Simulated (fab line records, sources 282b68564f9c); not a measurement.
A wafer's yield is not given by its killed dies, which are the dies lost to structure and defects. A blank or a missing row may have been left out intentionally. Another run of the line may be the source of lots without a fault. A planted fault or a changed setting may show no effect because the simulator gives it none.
fab line records	flow rit-cmos
record: lots: 13	wafers: 39	last-day: 7
route steps=202 shown NRETRO@59 SPACER@128 CONTACT@179 M1@194
lots that met no fault: taken from a fault-free run of the same line
start-h: start of the lot's first displayed wafer, in hours after the record's first day	wait-h: hours since the lot's step before	" unchanged from the row above	L1.1+2: one row covering several wafers at once	- either no value or no given start	* or withheld: withheld	< > ~ a bound
route shown NAME@n: a module of which the file shows steps, and the number in the route of the first	usual: mean/standard deviation taken from wafers without a fault	same: alike in all rows	chamber/n: place in a boat	sites: readings site by site	_std_site: the standard deviation of these	_edge_site: outer sites' mean less inner sites'	radius-mm: for every site, how far away it sits from the centre of the wafer	mask NAME#n: copy n	behind: the most recent tool/chamber to have shaped the wafer	hold: reason for holding the lot/hours on hold/outcome of the hold	device: whichever transistor did not switch (one of n, p or np)	end of line: the same wafers' tests at the end of the route	where a step has no rows: the recipe by itself	killed: the dies lost at the first sort to structure and to defects; this is not the yield of the wafer	map: the dies of a wafer, with x for killed, . for not killed, _ for no die there
set.NAME: the run value of the setting; set.NAME@STEP: its run value at that earlier step	model.NAME: the simulator's own value behind a step, which no gauge read
a sample of lots followed through the steps of the route, with each step as a table and each wafer as a row
services: a tool's chamber out of use, with start hour (start-h, from the record's first day; less than 0 if before it), hours out, and reason
== steps ==
step: RIT_NRETRO_OVL_MEAS_06
usual: NRETRO_OVL: 0.8/1.3
lot.wafer	tool	chamber	start-h	wait-h	NRETRO_OVL[nm]
L668.4	overlay-02	-	30.43	-	1.3
L668.5	"	-	"	"	-0.5
L668.6	"	-	"	"	-1.6
L669.2	overlay-02	-	34.13	-	0.5
L669.3	"	-	"	"	0.6
L669.4	"	-	"	"	1.3
L670.2	overlay-02	-	38.68	-	-2.5
L670.3	"	-	"	"	-0.2
L670.4	"	-	"	"	-0.3
L671.4	overlay-01	-	45.39	-	2.7
L671.5	"	-	"	"	2.8
L671.6	"	-	"	"	0.6
L672.4	overlay-02	-	49.74	-	2.7
L672.5	"	-	"	"	-1.6
L672.6	"	-	"	"	0.0
L674.1	overlay-02	-	59.90	-	1.2
L674.3	"	-	"	"	0.7
L674.6	"	-	"	"	1.5
L676.1	overlay-01	-	69.68	-	0.3
L676.4	"	-	"	"	2.3
L676.6	"	-	"	"	-0.3
L677.2	overlay-01	-	74.04	-	1.3
L677.5	"	-	"	"	-1.2
L677.6	"	-	"	"	-0.2
L680.2	overlay-02	-	89.92	-	1.4
L680.3	"	-	"	"	2.1
L680.6	"	-	"	"	1.8
L681.1	overlay-02	-	94.52	-	1.6
L681.2	"	-	"	"	-0.3
L681.3	"	-	"	"	2.0
L682.2	overlay-01	-	99.73	-	1.5
L682.3	"	-	"	"	1.3
L682.6	"	-	"	"	1.5
L684.2	overlay-02	-	109.72	-	2.3
L684.5	"	-	"	"	1.9
L684.6	"	-	"	"	0.9
L691.3	overlay-02	-	144.81	-	1.0
L691.4	"	-	"	"	-0.9
L691.6	"	-	"	"	0.6
step: RIT_SPACER_CVD_03
recipe: material: Si3N4	target-thk-nm: 250	temp-c: 810	precursor: SiH2Cl2/NH3	time-s: 3300	pressure-mtorr: 300	sih2cl2-flow-sccm: 60	nh3-flow-sccm: 150
lot.wafer	tool	chamber	start-h	wait-h
L668.4+5+6	lpcvd-01	1	45.81	0.0
L669.2+3+4	lpcvd-01	0	49.17	0.0
L670.2+3+4	lpcvd-02	0	53.91	0.0
L671.4+5+6	lpcvd-01	0	60.80	0.0
L672.4+5+6	lpcvd-01	0	63.96	0.0
L674.1+3+6	lpcvd-02	0	75.17	0.0
L676.1+4+6	lpcvd-01	1	85.06	0.0
L677.2+5+6	lpcvd-01	0	89.06	0.0
L680.2+3+6	lpcvd-02	1	104.49	0.0
L681.1+2+3	lpcvd-01	1	110.06	0.0
L682.2+3+6	lpcvd-01	1	114.57	0.0
L684.2+5+6	lpcvd-02	1	126.35	0.0
L691.3+4+6	lpcvd-02	1	158.57	0.0
step: RIT_SPACER_THK_MEAS_04
recipe: reads: Si3N4_of_SPACER_CVD_03
usual: SPACER_NITRIDE_THK: 249.4/2.8
lot.wafer	tool	chamber	start-h	wait-h	SPACER_NITRIDE_THK[nm]
L668.4	film-metro-01	-	47.75	0.0	251.5
L668.5	"	-	"	"	251.9
L668.6	"	-	"	"	251.0
L669.2	film-metro-02	-	51.10	0.0	247.1
L669.3	"	-	"	"	246.8
L669.4	"	-	"	"	248.2
L670.2	film-metro-04	-	56.79	0.0	250.8
L670.3	"	-	"	"	251.9
L670.4	"	-	"	"	251.9
L671.4	film-metro-02	-	62.75	0.0	251.4
L671.5	"	-	"	"	247.6
L671.6	"	-	"	"	251.1
L672.4	film-metro-04	-	65.90	0.0	253.4
L672.5	"	-	"	"	253.2
L672.6	"	-	"	"	255.9
L674.1	film-metro-04	-	78.04	0.0	251.6
L674.3	"	-	"	"	251.1
L674.6	"	-	"	"	254.0
L676.1	film-metro-02	-	86.98	0.0	252.7
L676.4	"	-	"	"	253.7
L676.6	"	-	"	"	250.8
L677.2	film-metro-02	-	90.99	0.0	249.6
L677.5	"	-	"	"	247.6
L677.6	"	-	"	"	248.8
L680.2	film-metro-01	-	107.38	0.0	251.4
L680.3	"	-	"	"	249.1
L680.6	"	-	"	"	252.6
L681.1	film-metro-01	-	111.97	0.0	242.2
L681.2	"	-	"	"	248.2
L681.3	"	-	"	"	246.1
L682.2	film-metro-02	-	116.50	0.0	247.2
L682.3	"	-	"	"	248.5
L682.6	"	-	"	"	249.0
L684.2	film-metro-04	-	128.28	0.0	246.6
L684.5	"	-	"	"	247.9
L684.6	"	-	"	"	246.2
L691.3	film-metro-02	-	160.51	0.0	212.8
L691.4	"	-	"	"	215.0
L691.6	"	-	"	"	214.6
step: RIT_SPACER_ETCHBACK_05
recipe: target-depth-a: 2500	SF6_flow_sccm: 30	CHF3_flow_sccm: 30	target: Si3N4	chemistry: SF6/CHF3	pressure-mtorr: 40	rf-w: 250	time-s: 240	stop-on: SiO2
usual: drypump-motor-current-A: 5.5/0.43	oes-product-au: 0.843/0.015	rf-fwd-power-W: 249.2/0.81	throttle-valve-pct: 10.20/0.15
lot.wafer	tool	chamber	start-h	wait-h	drypump-motor-current-A	oes-product-au	rf-fwd-power-W	rf-hours-counter-h	throttle-valve-pct
L668.4	rie-diel-04	2	47.78	0.0	5.4	0.847	249.8	5	10.31
L668.5	"	2	"	"	5.4	0.846	249.0	-	10.34
L668.6	"	1	"	"	6.1	0.851	248.2	-	10.27
L669.2	rie-diel-03	1	51.15	0.0	4.9	0.814	249.3	109	10.00
L669.3	"	2	"	"	5.2	0.841	248.2	34	10.18
L669.4	"	3	"	"	5.9	0.844	248.0	137	10.11
L670.2	rie-diel-01	3	56.84	0.0	5.0	0.823	248.2	49	10.43
L670.3	"	1	"	"	5.9	0.839	248.9	65	10.35
L670.4	"	2	"	"	5.2	0.882	249.8	32	10.23
L671.4	rie-diel-03	1	62.85	0.1	4.9	0.829	250.1	-	9.99
L671.5	"	2	"	"	5.3	0.854	250.0	-	10.19
L671.6	"	0	"	"	5.5	0.852	248.8	-	10.03
L672.4	rie-diel-04	0	65.93	0.0	6.0	0.830	249.2	29	10.07
L672.5	"	1	"	"	6.0	0.853	249.3	-	10.28
L672.6	"	2	"	"	5.4	0.853	249.8	-	10.32
L674.1	rie-diel-03	3	78.10	0.1	5.9	0.849	250.1	137	10.11
L674.3	"	0	"	"	5.5	0.853	249.1	58	10.02
L674.6	"	2	"	"	5.3	0.868	249.8	-	10.20
L676.1	rie-diel-04	2	87.04	0.1	5.4	0.851	249.8	6	10.33
L676.4	"	1	"	"	6.0	0.856	249.6	129	10.25
L676.6	"	0	"	"	6.1	0.830	249.2	-	10.06
L677.2	rie-diel-03	3	91.04	0.0	5.9	0.841	248.9	138	10.11
L677.5	"	0	"	"	5.5	0.844	249.2	-	10.03
L677.6	"	1	"	"	4.9	0.823	250.3	-	10.00
L680.2	rie-diel-01	0	107.43	0.0	4.8	0.841	249.9	27	10.46
L680.3	"	3	"	"	5.0	0.818	248.8	50	10.40
L680.6	"	2	"	"	5.2	0.872	250.0	-	10.24
L681.1	rie-diel-03	2	112.03	0.1	5.3	0.841	249.5	35	10.19
L681.2	"	3	"	"	5.9	0.834	250.3	138	10.12
L681.3	"	1	"	"	4.9	0.824	249.6	110	9.99
L682.2	rie-diel-04	1	116.55	0.0	6.1	0.827	250.3	130	10.28
L682.3	"	2	"	"	5.4	0.845	250.3	6	10.31
L682.6	"	2	"	"	5.4	0.844	248.9	-	10.32
L684.2	rie-diel-03	0	128.33	0.0	5.6	0.849	249.4	59	10.04
L684.5	"	2	"	"	5.3	0.850	249.5	-	10.19
L684.6	"	3	"	"	5.9	0.834	249.4	-	10.11
L691.3	rie-diel-03	1	160.55	0.0	4.9	0.734	249.7	111	9.97
L691.4	"	2	"	"	5.2	0.771	249.5	36	10.14
L691.6	"	3	"	"	5.9	0.756	248.2	-	10.07
step: RIT_CONTACT_ETCH_11
recipe: target-depth-a: 4800	over-etch-frac: 0.2	stop-on: TiSi2	chemistry: CHF3/CF4/Ar	target: SiO2	CHF3_flow_sccm: 50	cf4-flow-sccm: 10	Ar_flow_sccm: 100	O2_flow_sccm: 5	pressure-mtorr: 100	rf-w: 200	time-s: 320
usual: drypump-motor-current-A: 5.5/0.43	oes-product-au: 0.989/0.016	rf-fwd-power-W: 199.6/0.6	throttle-valve-pct: 8.85/0.13
lot.wafer	tool	chamber	start-h	wait-h	drypump-motor-current-A	oes-product-au	rf-fwd-power-W	rf-hours-counter-h	throttle-valve-pct
L668.4	rie-diel-02	1	54.40	0.1	5.8	0.972	199.0	110	8.95
L668.5	"	0	"	"	5.7	0.983	200.2	-	8.83
L668.6	"	1	"	"	5.7	0.972	199.3	-	8.96
L669.2	rie-diel-02	3	57.29	0.1	6.2	0.984	200.0	130	8.81
L669.3	"	1	"	"	5.7	0.978	199.8	110	8.95
L669.4	"	0	"	"	5.7	0.983	199.7	1	8.84
L670.2	rie-diel-01	0	62.83	0.1	4.8	0.991	199.2	26	9.02
L670.3	"	2	"	"	5.2	1.016	200.1	33	8.88
L670.4	"	3	"	"	5.0	0.969	199.6	49	8.97
L671.4	rie-diel-03	1	68.81	0.1	4.9	0.977	198.7	-	8.65
L671.5	"	2	"	"	5.2	0.997	200.0	-	8.80
L671.6	"	0	"	"	5.5	1.006	199.5	-	8.58
L672.4	rie-diel-02	0	72.00	0.1	5.7	0.985	199.0	1	8.85
L672.5	"	0	"	"	5.8	0.982	200.4	-	8.85
L672.6	"	3	"	"	6.2	0.986	200.0	-	8.81
L674.1	rie-diel-03	1	84.37	0.1	4.9	0.970	200.5	109	8.64
L674.3	"	0	"	"	5.5	1.011	198.3	58	8.56
L674.6	"	3	"	"	5.9	0.989	200.3	-	8.72
L676.1	rie-diel-01	3	93.31	0.1	5.0	0.975	199.5	50	8.99
L676.4	"	2	"	"	5.2	1.021	199.8	33	8.88
L676.6	"	1	"	"	5.9	0.977	201.0	-	8.94
L677.2	rie-diel-02	2	97.13	0.1	5.4	1.009	199.2	67	8.94
L677.5	"	0	"	"	5.8	0.979	199.8	-	8.85
L677.6	"	1	"	"	5.7	0.981	199.3	-	8.96
L680.2	rie-diel-01	2	113.24	0.1	5.2	1.014	200.2	34	8.87
L680.3	"	0	"	"	4.8	0.986	199.0	27	9.01
L680.6	"	1	"	"	5.9	0.979	199.8	-	8.94
L681.1	rie-diel-03	3	117.96	0.1	5.9	1.000	199.2	138	8.72
L681.2	"	0	"	"	5.6	0.996	199.6	59	8.59
L681.3	"	2	"	"	5.3	1.002	199.1	35	8.79
L682.2	rie-diel-02	0	122.74	0.1	5.8	0.986	199.1	2	8.83
L682.3	"	2	"	"	5.4	1.005	200.0	68	8.97
L682.6	"	3	"	"	6.2	0.979	199.3	-	8.81
L684.2	rie-diel-02	1	134.40	0.1	5.8	0.971	199.8	112	8.95
L684.5	"	2	"	"	5.5	1.014	200.4	-	8.97
L684.6	"	3	"	"	6.2	0.972	198.6	-	8.81
L691.3	rie-diel-03	3	166.60	0.1	5.9	0.985	200.1	139	8.71
L691.4	"	1	"	"	4.9	0.971	200.0	111	8.67
L691.6	"	3	"	"	5.9	0.984	200.6	-	8.71
step: RIT_M1_OVL_MEAS_10
usual: M1_OVL: 0.2/1.7
lot.wafer	tool	chamber	start-h	wait-h	M1_OVL[nm]
L668.4	overlay-02	-	56.87	0.1	1.3
L668.5	"	-	"	"	0.6
L668.6	"	-	"	"	0.2
L669.2	overlay-02	-	59.74	0.1	0.2
L669.3	"	-	"	"	0.3
L669.4	"	-	"	"	0.6
L670.2	overlay-02	-	65.14	0.1	-1.3
L670.3	"	-	"	"	0.7
L670.4	"	-	"	"	1.0
L671.4	overlay-02	-	71.19	0.1	-3.2
L671.5	"	-	"	"	-1.7
L671.6	"	-	"	"	-1.4
L672.4	overlay-02	-	74.62	0.1	-0.9
L672.5	"	-	"	"	0.6
L672.6	"	-	"	"	-1.2
L674.1	overlay-02	-	86.82	0.1	-1.6
L674.3	"	-	"	"	-0.3
L674.6	"	-	"	"	-0.6
L676.1	overlay-01	-	95.85	0.1	-2.4
L676.4	"	-	"	"	1.8
L676.6	"	-	"	"	1.5
L677.2	overlay-02	-	99.57	0.1	-0.9
L677.5	"	-	"	"	-0.9
L677.6	"	-	"	"	-1.8
L680.2	overlay-01	-	115.67	0.1	0.6
L680.3	"	-	"	"	0.8
L680.6	"	-	"	"	-0.3
L681.1	overlay-01	-	120.47	0.1	2.3
L681.2	"	-	"	"	1.5
L681.3	"	-	"	"	1.4
L682.2	overlay-02	-	125.25	0.1	-1.5
L682.3	"	-	"	"	-0.4
L682.6	"	-	"	"	-0.5
L684.2	overlay-02	-	136.85	0.1	1.0
L684.5	"	-	"	"	1.4
L684.6	"	-	"	"	1.9
L691.3	overlay-01	-	168.92	0.1	1.1
L691.4	"	-	"	"	0.9
L691.6	"	-	"	"	0.4
step: RIT_M1_PROBE_99
usual: killed_at_M0_to_M3: 0.0/0.14	killed-at-contacts: 0.1/0.23	killed-at-front-end: 7.3/2.9	killed-dies: 7.3/3	killed-open: 3.6/1.8	killed-short: 3.7/2.1
same: gross-dies: 264	killed_at_M4_up: 0	killed-at-back-side: 0	killed-at-other: 0
lot.wafer	tool	chamber	start-h	wait-h	killed_at_M0_to_M3	killed-at-contacts	killed-at-front-end	killed-dies	killed-open	killed-short
L682.2	prober-02	-	128.17	0.1	0	0	9	9	5	4
L682.3	prober-02	-	128.22	0.2	0	0	6	6	3	3
L682.6	prober-02	-	128.37	0.2	0	0	13	13	6	7
killed by level:class
L682.2 FOX1:geometric-particle:open=2 FOX2:geometric-particle:short=2 GATE:geometric-particle:short=2 FOX2:geometric-particle:open=1 REOX:geometric-particle:open=1 SPACER:geometric-particle:open=1
L682.3 GATE:geometric-particle:short=2 GATE:geometric-particle:open=2 FOX2:geometric-particle:short=1 SPACER:geometric-particle:open=1
L682.6 GATE:geometric-particle:open=4 FOX2:geometric-particle:open=2 FOX2:geometric-particle:short=2 GATE:geometric-particle:short=2 FOX1:geometric-particle:short=1 REOX:geometric-particle:short=1 SPACER:geometric-particle:short=1
== services ==
tool	chamber	start-h	hours	kind
rie-diel-01	3	32.95	7.7	repair
rie-diel-03	-	54.63	2.8	pm
lpcvd-02	-	58.29	1.1	repair
rie-diel-03	3	61.35	8.1	repair
rie-diel-01	-	76.42	1.5	repair
rie-diel-02	0	104.64	8.5	repair
lpcvd-02	-	114.24	4.3	pm
rie-diel-01	-	124.38	4.3	pm
rie-diel-01	-	140.63	1.6	repair
rie-diel-01	1	142.43	10.3	repair
rie-diel-03	-	145.15	2.3	repair
rie-diel-04	2	147.01	4.3	repair
rie-diel-02	3	147.65	4.9	repair
rie-diel-04	-	148.53	2.8	pm
rie-diel-01	0	156.46	12.2	repair
rie-diel-01	3	157.23	10.8	repair
rie-diel-03	1	161.34	3.1	repair
== key ==
first-sign: step: RIT_SPACER_THK_MEAS_04	reading: SPACER_NITRIDE_THK	direction: down	sigmas: 13	usual: 249.4	struck: 214.1
effect: step: RIT_SPACER_ETCHBACK_05	reading: oes-product-au	direction: down	sigmas: 6.1	usual: 0.843	struck: 0.754
met-at RIT_SPACER_CVD_03
struck-lots L691
struck-wafers L691.3,L691.4,L691.6
tester-left-out L691
not-acting-at RIT_NRETRO_OVL_MEAS_06,RIT_CONTACT_ETCH_11,RIT_M1_OVL_MEAS_10
onset-between 126.35 158.57
also-fits time
fault: kind: process-parameter-drift	tool: lpcvd-02	chamber: 1	onset-h: 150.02	steps: RIT_SPACER_CVD_03	channel: target-thk-nm	offset: -32.5	shape: step	end-h: 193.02	acts-in: these-recipes-only	stated: 250
tester-left-out: of these lots the tester's yield and bins aren't shown, on N5 and GAA mostly nor the transistor test; their killed dies are dies lost to structure and defects alone, not to doping, threshold or leakage, so they don't give the yield
